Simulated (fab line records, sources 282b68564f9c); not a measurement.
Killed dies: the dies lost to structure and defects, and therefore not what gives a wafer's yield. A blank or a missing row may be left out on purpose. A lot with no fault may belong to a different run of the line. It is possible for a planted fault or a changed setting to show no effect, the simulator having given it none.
Code-filled problem report in 8D (eight disciplines) form || flow ritCmos || the parts of the form that need people (team, actions taken, sign-off) are left out

## 1. THE PROBLEM
At RIT_GATE_COAT_11, spinSpeedRpm averages 4042.4 rpm over 6 wafers from 2 lots, while fault-free wafers read 4249.9 rpm, standard deviation 2.8. Relative to the usual mean, that is a shift of -74 standard deviations.
The step: resist thk 850 nm.
Seen first at day 5 07:36 on lithoTrack-03, wafer L928.1. The record holds 18 wafers of 6 lots with a number at this step. Rule for "out", or "out of limits": more than 4 standard deviations from the usual mean. Any other wafer with a number is counted as sound.

## 2. WHAT IT IS, AND WHAT IT ISN'T
{"question": "which readings at this step", "is": "spinSpeedRpm", "is not": "-"}
{"question": "which lots", "is": "L928, L929", "is not": "L916, L919, L930, L935"}
{"question": "which wafers of those lots", "is": "all that have a number", "is not": "-"}
{"question": "read on which tools", "is": "lithoTrack-03", "is not": "lithoTrack-04"}
{"question": "when", "is": "from day 5 07:36", "is not": "up to then (6 sound wafers); but 6 sound wafers of L930, L935 came after"}

## 3. THE SUSPECTS, EACH WITH WHAT RULES IT OUT
Counting: a tool at a process step up to the reading stays a suspect if it ran every lot that is out and no sound lot after the first of them.
- lithoTrack-03 at RIT_GATE_COAT_11 (resist thk 850 nm): kept. It processed each lot that is out, first L928 at day 5 07:36, and no sound lot thereafter; up to then, the last sound lot it processed was L919 at day 3 14:20. Its own spinSpeedRpm readings are out on those wafers.
After counting, what remains is lithoTrack-03 at RIT_GATE_COAT_11.

## 4. THE CAUSE (what the simulator had put in)
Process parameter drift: lithoTrack-03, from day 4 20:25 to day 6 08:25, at RIT_GATE_COAT_11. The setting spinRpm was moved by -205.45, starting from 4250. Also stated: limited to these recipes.
The count eliminated every tool but this one.

## 5. THE EFFECT CHAIN, in route order
One row per reading whose mean, taken over the struck wafers that have a number, lies over 3 standard deviations from the usual. Scope: only readings with a usual standard deviation given in the record; hours: median across lots of the time from each lot's start at the first step in this table that gives one to its start at this step; sigmas: change in usual standard deviations.
{"hours": 0, "step": "RIT_GATE_COAT_11", "reading": "spinSpeedRpm", "usual": "4249.9 rpm", "on struck wafers": 4042.4, "change": -207.5, "sigmas": -74}
Its process steps:
- RIT_GATE_COAT_11: resist thk 850 nm.
Later measuring or inspecting steps at which every struck wafer that the step has a row for has a number for every such reading, and none has moved that far: RIT_GATE_CD_MEAS_16, RIT_GATE_OVL_MEAS_17.

## 6. HOW IT WOULD HAVE BEEN CAUGHT EARLIER
In this record the first reading out of limits was taken at day 5 07:36, 11 hours after the fault began at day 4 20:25.
